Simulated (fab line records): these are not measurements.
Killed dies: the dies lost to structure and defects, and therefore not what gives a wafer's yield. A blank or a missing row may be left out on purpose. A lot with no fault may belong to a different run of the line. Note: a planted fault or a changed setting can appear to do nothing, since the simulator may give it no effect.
Which tool did it? -- flow rit cmos -- Sampling: 14 lots, 42 wafers, 6 of 202 route steps

## WHAT EACH GAUGE READ, for each wafer
RIT_ACTIVE_THK_MEAS_04. Usual: for ACTIVE_NITRIDE_THK the level is 149.9 nm and the standard deviation is 1.4.
lot,measured,on,ACTIVE_NITRIDE_THK (nm),flag
L788,day 1 13:32,film metro-04,151.3 149.4 150.0,
L789,day 1 18:32,film metro-01,150.8 150.2 150.6,
L790,day 1 23:32,film metro-03,149.0 149.3 149.5,
L791,day 2 04:32,film metro-03,150.6 149.7 149.5,
L792,day 2 09:32,film metro-03,150.8 149.3 148.8,
L793,day 2 14:32,film metro-03,148.9 149.7 149.4,
L797,day 3 10:32,film metro-03,193.0 194.4 194.9,OFF
L798,day 3 15:32,film metro-03,194.3 194.7 194.6,OFF
L802,day 4 11:32,film metro-01,151.1 151.2 152.6,
L803,day 4 16:32,film metro-03,149.1 149.2 149.1,
L804,day 4 21:32,film metro-04,151.3 150.6 148.9,
L807,day 5 12:43,film metro-03,151.0 151.3 150.8,
L810,day 6 05:12,film metro-01,151.4 150.5 149.9,
L811,day 6 09:14,film metro-01,152.2 152.3 151.8,

RIT_NWELL_TW_MEAS_10. Usual: for NWELL_TW the level is 2136 and the standard deviation is 29.
lot,measured,on,NWELL_TW,flag
L788,day 1 22:26,film metro-01,2174 2177 2184,
L789,day 2 03:41,film metro-04,2104 2100 2113,
L790,day 2 09:20,film metro-02,2128 2121 2128,
L791,day 2 11:49,film metro-01,2157 2158 2156,
L792,day 2 17:56,film metro-02,2115 2141 2129,
L793,day 2 22:08,film metro-04,2116 2120 2120,
L797,day 3 18:22,film metro-01,2158 2182 2184,
L798,day 3 23:22,film metro-01,2176 2174 2162,
L802,day 4 19:53,film metro-04,2119 2119 2102,
L803,day 5 01:34,film metro-04,2107 2119 2117,
L804,day 5 07:44,film metro-04,2124 2115 2114,
L807,day 5 22:58,film metro-01,2163 2172 2161,
L810,day 6 16:23,film metro-01,2180 2172 2157,
L811,day 6 20:20,film metro-02,2109 2113 2106,

RIT_GATE_CD_MEAS_90: target cd 150 nm. Usual: 150.3 nm for cd nm, sd 2.5.
lot,measured,on,cd nm (nm),flag
L788,day 2 18:53,cd sem-01,148.8 149.3 149.5,
L789,day 2 20:31,cd sem-01,155.8 149.6 150.9,
L790,day 3 02:10,cd sem-02,153.6 154.7 152.6,
L791,day 3 06:31,cd sem-02,150.9 149.3 148.2,
L792,day 3 10:20,cd sem-02,150.3 146.7 149.1,
L793,day 3 14:59,cd sem-02,149.8 147.9 149.0,
L797,day 4 10:58,cd sem-02,150.8 152.0 150.1,
L798,day 4 14:59,cd sem-02,147.3 148.0 147.1,
L802,day 5 11:41,cd sem-02,144.6 146.4 144.3,
L803,day 5 19:05,cd sem-02,153.8 153.6 154.4,
L804,day 6 04:07,cd sem-02,150.8 151.0 153.6,
L807,day 6 18:31,cd sem-02,150.1 151.0 149.0,
L810,day 7 11:11,cd sem-01,149.4 151.3 148.8,
L811,day 7 15:53,cd sem-02,148.5 147.3 150.5,

## WHICH TOOL RAN EACH LOT (tool, then ch and the chambers of the sampled wafers, then the start)
lot,RIT_ACTIVE_CVD_03,RIT_ACTIVE_ETCH_13,RIT_NWELL_STRIP_09
L788,"lpcvd-02 ch 1, day 1 12:07","rie diel-02 ch 0,1,3, day 1 14:50","plasma asher-04 ch 0,1, day 1 22:16"
L789,"lpcvd-02 ch 1, day 1 17:07","rie diel-04 ch 0,1,2, day 1 20:01","plasma asher-01 ch 0,1, day 2 03:31"
L790,"lpcvd-01 ch 1, day 1 22:07","rie diel-03 ch 0,1,2, day 2 00:43","plasma asher-04 ch 0,1, day 2 09:10"
L791,"lpcvd-02 ch 0, day 2 03:07","rie diel-03 ch 1,2, day 2 05:43","plasma asher-02 ch 0,1, day 2 11:38"
L792,"lpcvd-01 ch 0, day 2 08:07","rie diel-04 ch 2,3, day 2 10:50","plasma asher-02 ch 1, day 2 17:44"
L793,"lpcvd-01 ch 1, day 2 13:07","rie diel-02 ch 2,3, day 2 15:50","plasma asher-04 ch 0,1, day 2 21:57"
L797,"lpcvd-02 ch 0, day 3 09:07","rie diel-02 ch 0,2,3, day 3 11:43","plasma asher-04 ch 0,1, day 3 18:11"
L798,"lpcvd-02 ch 0, day 3 14:07","rie diel-02 ch 1,2,3, day 3 16:56","plasma asher-02 ch 0,1, day 3 23:11"
L802,"lpcvd-01 ch 0, day 4 10:07","rie diel-04 ch 0,2, day 4 12:50","plasma asher-01 ch 1, day 4 19:42"
L803,"lpcvd-01 ch 1, day 4 15:07","rie diel-03 ch 0,1,3, day 4 17:50","plasma asher-04 ch 0,1, day 5 01:24"
L804,"lpcvd-01 ch 0, day 4 20:07","rie diel-02 ch 0,2,3, day 4 22:56","plasma asher-01 ch 0,1, day 5 07:34"
L807,"lpcvd-01 ch 0, day 5 11:18","rie diel-04 ch 0,1,2, day 5 14:01","plasma asher-01 ch 0,1, day 5 22:48"
L810,"lpcvd-01 ch 1, day 6 03:05","rie diel-04 ch 1,3, day 6 06:31","plasma asher-02 ch 0, day 6 16:13"
L811,"lpcvd-01 ch 1, day 6 07:50","rie diel-03 ch 0,1,3, day 6 10:33","plasma asher-01 ch 0,1, day 6 20:10"
- RIT_ACTIVE_CVD_03: deposits Si3N4 from SiH2Cl2/NH3, target thk 150 nm, time 1500 s.
- RIT_ACTIVE_ETCH_13: etches Si3N4 in SF6, stops on SiO2, time 210 s, target depth 210 nm.
- RIT_NWELL_STRIP_09: strips in O2, time 180 s.

## AS READ BY THE TOOLS THEMSELVES (means over the sampled wafers that have a number; for cases with no such wafer, the mark the record gives instead)
RIT_ACTIVE_CVD_03. Usual: sih2cl2 flow sccm 60.02 sccm, standard deviation 0.17; spike tc centre C 812.9 C, standard deviation 1.1; spike tc load C 830.6 C, standard deviation 1.9; spike tc source C 833.5 C, standard deviation 1.7; susceptor temp C 809.9 C, standard deviation 0.33; zone power load pct 21.6 %, standard deviation 2.1.
lot,tool,sih2cl2 flow sccm (sccm),spike tc centre C (C),spike tc load C (C),spike tc source C (C),susceptor temp C (C),zone power load pct (%),flag
L788,lpcvd-02,59.70,813.9,830.3,835.3,810.0,22.0,
L789,lpcvd-02,60.12,813.6,829.5,835.4,810.2,22.1,
L790,lpcvd-01,60.16,812.8,829.3,833.9,810.0,20.5,
L791,lpcvd-02,60.00,811.4,834.0,830.3,810.3,19.0,
L792,lpcvd-01,59.91,812.7,829.9,833.5,809.9,25.0,
L793,lpcvd-01,60.23,813.7,829.8,834.1,809.9,20.2,
L797,lpcvd-02,60.05,826.5,849.2,846.6,824.7,19.7,OFF
L798,lpcvd-02,60.10,826.9,849.3,846.2,825.1,19.5,OFF
L802,lpcvd-01,59.82,813.9,829.1,832.7,810.0,24.6,
L803,lpcvd-01,59.91,812.6,829.4,834.6,810.2,20.2,
L804,lpcvd-01,59.91,812.2,828.6,833.3,810.2,24.6,
L807,lpcvd-01,59.90,812.3,829.5,833.6,810.4,24.9,
L810,lpcvd-01,60.18,812.8,830.3,833.9,809.7,20.5,
L811,lpcvd-01,60.20,813.6,830.2,834.0,810.0,20.2,

RIT_ACTIVE_ETCH_13. Usual: drypump motor current A 6.0 A, standard deviation 0.46; oes product au 0.824 a.u., standard deviation 0.011; throttle valve pct 7.48 %, standard deviation 0.13.
lot,tool,drypump motor current A (A),oes product au (a.u.),throttle valve pct (%),flag
L788,rie diel-02,6.4,0.832,7.51,
L789,rie diel-04,5.9,0.816,7.55,
L790,rie diel-03,5.4,0.820,7.37,
L791,rie diel-03,5.6,0.817,7.29,
L792,rie diel-04,6.2,0.830,7.64,
L793,rie diel-02,6.5,0.817,7.49,
L797,rie diel-02,6.5,0.959,7.54,OFF
L798,rie diel-02,6.4,0.961,7.47,OFF
L802,rie diel-04,5.8,0.820,7.50,
L803,rie diel-03,5.7,0.821,7.41,
L804,rie diel-02,6.5,0.826,7.54,
L807,rie diel-04,5.9,0.820,7.55,
L810,rie diel-04,6.0,0.834,7.58,
L811,rie diel-03,5.6,0.831,7.41,

RIT_NWELL_STRIP_09. Usual: 6.0 A for drypump motor current A, sd 0.51.
lot,tool,drypump motor current A (A),flag
L788,plasma asher-04,5.7,
L789,plasma asher-01,6.1,
L790,plasma asher-04,6.1,
L791,plasma asher-02,5.8,
L792,plasma asher-02,6.5,
L793,plasma asher-04,6.1,
L797,plasma asher-04,5.7,
L798,plasma asher-02,6.1,
L802,plasma asher-01,6.3,
L803,plasma asher-04,6.2,
L804,plasma asher-01,5.9,
L807,plasma asher-01,6.1,
L810,plasma asher-02,5.4,
L811,plasma asher-01,5.9,

## THE ANSWER, worked out from the rows above alone
Rule: take the mean of a lot's wafers that have a number; if it is more than 3 standard deviations from the usual mean, the lot is off. Also off: a lot with no number at a reading for which 4 or more lots have one. Where the step has rows for the other lots, those lots are counted as sound. The gauges are gone through in route order, then the tools' own readings, and for those a lot's mean is taken as printed above. The first step at which some lot is off is used, and at that step the reading that is off furthest; a lot without a number counts as furthest.
Off: L797, L798, seen at RIT_ACTIVE_THK_MEAS_04 (ACTIVE_NITRIDE_THK).
A tool fits if, at a process step before that reading, it ran every lot that is off, and no sound lot after the first of them. Not tried: the gauges at RIT_ACTIVE_THK_MEAS_04; whatever is off there is also off at RIT_ACTIVE_CVD_03, on other tools, and gauge error can't account for it. One candidate fits, namely lpcvd-02 at RIT_ACTIVE_CVD_03. A fault onset in the window from L791 (day 2 03:07, its last sound lot) to L797 (day 3 09:07, its first lot off) fits.
The tool's own readings at RIT_ACTIVE_CVD_03 bear it out: on the lots that are off they differ by more than 5 times the standard deviation of the sound lots' means. spike tc centre C reads 826.7 C there against 813.0 C on the sound lots; spike tc load C reads 849.2 C there against 830.0 C on the sound lots; spike tc source C reads 846.4 C there against 833.7 C on the sound lots; susceptor temp C reads 824.9 C there against 810.1 C on the sound lots.

## WHAT WAS PUT IN BY THE SIMULATOR
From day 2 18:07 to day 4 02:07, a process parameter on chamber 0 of lpcvd-02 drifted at RIT_ACTIVE_CVD_03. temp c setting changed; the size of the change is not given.
Lots struck among those shown: L797, L798. The rule given above showed the same thing.
